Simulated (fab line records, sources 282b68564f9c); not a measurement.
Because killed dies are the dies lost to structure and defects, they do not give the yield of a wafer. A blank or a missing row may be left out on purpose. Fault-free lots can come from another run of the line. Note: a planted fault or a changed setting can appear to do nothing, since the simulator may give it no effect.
Lot-split experiment :: flow rit_cmos :: 5 lots, 23 wafers read, on a route of 202 steps

THE SPLIT ITSELF
At RIT_CONTACT_CVD_00 (deposits SiO2 from TEOS, target thk 400 nm, time 61 s), the setting time_s was moved away from the recipe's 61 s on 8 of the 23 wafers read, by -11.9% to +12.6%. For the rest of the wafers, this setting stayed at what the recipe calls for.

The file shows no step between the split and the reading.

THE READING
CONTACT_TEOS_THK at RIT_CONTACT_THK_MEAS_01, in nm. A value of 402 nm with a standard deviation of 5.1 nm is what fault-free wafers of this fab line usually give.

wafer: L077.1
tool, chamber at the split: pecvd-02, 0
time_s as run, s: 61
against the recipe: recipe
CONTACT_TEOS_THK, nm: 389
against lot-mates on the recipe: -

wafer: L077.3
tool, chamber at the split: pecvd-02, 1
time_s as run, s: 61
against the recipe: recipe
CONTACT_TEOS_THK, nm: 394
against lot-mates on the recipe: -

wafer: L077.4
tool, chamber at the split: pecvd-02, 2
time_s as run, s: 61
against the recipe: recipe
CONTACT_TEOS_THK, nm: 401
against lot-mates on the recipe: -

wafer: L078.1
tool, chamber at the split: pecvd-03, 2
time_s as run, s: 61
against the recipe: recipe
CONTACT_TEOS_THK, nm: 401
against lot-mates on the recipe: -

wafer: L078.2
tool, chamber at the split: pecvd-03, 1
time_s as run, s: 57.99
against the recipe: -4.9%
CONTACT_TEOS_THK, nm: 383
against lot-mates on the recipe: -22

wafer: L078.4
tool, chamber at the split: pecvd-03, 2
time_s as run, s: 61
against the recipe: recipe
CONTACT_TEOS_THK, nm: 402
against lot-mates on the recipe: -

wafer: L078.5
tool, chamber at the split: pecvd-03, 0
time_s as run, s: 57.99
against the recipe: -4.9%
CONTACT_TEOS_THK, nm: 383
against lot-mates on the recipe: -22

wafer: L078.6
tool, chamber at the split: pecvd-03, 1
time_s as run, s: 61
against the recipe: recipe
CONTACT_TEOS_THK, nm: 413
against lot-mates on the recipe: -

wafer: L079.1
tool, chamber at the split: pecvd-04, 1
time_s as run, s: 68.7
against the recipe: +12.6%
CONTACT_TEOS_THK, nm: 448
against lot-mates on the recipe: +48

wafer: L079.2
tool, chamber at the split: pecvd-04, 2
time_s as run, s: 61
against the recipe: recipe
CONTACT_TEOS_THK, nm: 401
against lot-mates on the recipe: -

wafer: L079.3
tool, chamber at the split: pecvd-04, 0
time_s as run, s: 61
against the recipe: recipe
CONTACT_TEOS_THK, nm: 398
against lot-mates on the recipe: -

wafer: L079.4
tool, chamber at the split: pecvd-04, 0
time_s as run, s: 61
against the recipe: recipe
CONTACT_TEOS_THK, nm: 402
against lot-mates on the recipe: -

wafer: L079.6
tool, chamber at the split: pecvd-04, 1
time_s as run, s: 68.7
against the recipe: +12.6%
CONTACT_TEOS_THK, nm: 452
against lot-mates on the recipe: +52

wafer: L083.2
tool, chamber at the split: pecvd-02, 0
time_s as run, s: 61
against the recipe: recipe
CONTACT_TEOS_THK, nm: 393
against lot-mates on the recipe: -

wafer: L083.3
tool, chamber at the split: pecvd-02, 2
time_s as run, s: 61
against the recipe: recipe
CONTACT_TEOS_THK, nm: 396
against lot-mates on the recipe: -

wafer: L083.4
tool, chamber at the split: pecvd-02, 1
time_s as run, s: 53.74
against the recipe: -11.9%
CONTACT_TEOS_THK, nm: 356
against lot-mates on the recipe: -41

wafer: L083.5
tool, chamber at the split: pecvd-02, 0
time_s as run, s: 61
against the recipe: recipe
CONTACT_TEOS_THK, nm: 401
against lot-mates on the recipe: -

wafer: L083.6
tool, chamber at the split: pecvd-02, 2
time_s as run, s: 53.74
against the recipe: -11.9%
CONTACT_TEOS_THK, nm: 352
against lot-mates on the recipe: -45

wafer: L084.1
tool, chamber at the split: pecvd-03, 1
time_s as run, s: 61
against the recipe: recipe
CONTACT_TEOS_THK, nm: 404
against lot-mates on the recipe: -

wafer: L084.2
tool, chamber at the split: pecvd-03, 2
time_s as run, s: 61
against the recipe: recipe
CONTACT_TEOS_THK, nm: 399
against lot-mates on the recipe: -

wafer: L084.3
tool, chamber at the split: pecvd-03, 0
time_s as run, s: 65.43
against the recipe: +7.3%
CONTACT_TEOS_THK, nm: 426
against lot-mates on the recipe: +23

wafer: L084.5
tool, chamber at the split: pecvd-03, 0
time_s as run, s: 65.43
against the recipe: +7.3%
CONTACT_TEOS_THK, nm: 431
against lot-mates on the recipe: +28

wafer: L084.6
tool, chamber at the split: pecvd-03, 2
time_s as run, s: 61
against the recipe: recipe
CONTACT_TEOS_THK, nm: 407
against lot-mates on the recipe: -

FIT RESULTS
A straight line over all 23 wafers: CONTACT_TEOS_THK changes by +3.88 nm for each +1% of time_s; r = +0.98; the points scatter about the line by 4.9 nm.
The same after taking each lot's own level away (the mean of its wafers on the recipe; 23 wafers): +3.78 nm for each +1%; r = +0.99; scatter 3.9 nm.
According to that fit, moving time_s by its largest amount changes the reading by 48 nm.
Measured against the standard deviation above, the lots' own levels, which go from 394.7 to 405.3 nm, span 2.1 times it.
The two slopes agree, so the slope changes little with the lot-to-lot level.
Check: with one of the wafers moved furthest among these (+12.6%) left out of the fit, the line predicts +47.5 nm for it against its lot-mates. Against them it came out at +47.7 nm.

THE OTHER SPLITS THESE WAFERS WENT THROUGH
Before the reading, these wafers also passed through other splits. Each is held against what the fit with the lots' levels taken away leaves over:
other split on the same wafers: RIT_SDANNEAL_RTA_03 time_s
wafers away from the commonest value: 7
r with CONTACT_TEOS_THK (lot level and that fit taken away): -0.11

THE WHOLE CHAIN: every reading that the file lists as answering this split, in the file's order
step: RIT_CONTACT_CVD_00
what it does: deposits SiO2 from TEOS, target thk 400 nm, time 61 s
reading: SiO2_of_CONTACT_CVD_00.thk_nm (the simulator's own value, which no gauge read)
change (the file's fit): +3.76 nm for each +1% of the setting
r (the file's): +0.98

step: RIT_CONTACT_THK_MEAS_01
what it does: 
reading: CONTACT_TEOS_THK
change (the file's fit): +3.76 for each +1% of the setting
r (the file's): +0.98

step: RIT_CONTACT_ETCH_11
what it does: etches SiO2 in CHF3/CF4/Ar, stops on TiSi2, target depth 480 nm, time 320 s
reading: CONTACT.feature_depth_nm (the simulator's own value, which no gauge read)
change (the file's fit): +3.76 nm for each +1% of the setting
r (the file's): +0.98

step: RIT_CONTACT_ETCH_11
what it does: etches SiO2 in CHF3/CF4/Ar, stops on TiSi2, target depth 480 nm, time 320 s
reading: etch.depth_nm (the simulator's own value, which no gauge read)
change (the file's fit): +3.76 nm for each +1% of the setting
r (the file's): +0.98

step: RIT_M1_METAL_ETCH_12
what it does: etches Al in Cl2/BCl3, stops on SiO2, time 165 s, target depth 600 nm
reading: SiO2_of_CONTACT_CVD_00.thk_nm (the simulator's own value, which no gauge read)
change (the file's fit): +3.67 nm for each +1% of the setting
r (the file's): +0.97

FILE'S OWN FIT
CONTACT_TEOS_THK changes by +3.76 nm for each +1% of time_s, r = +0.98.
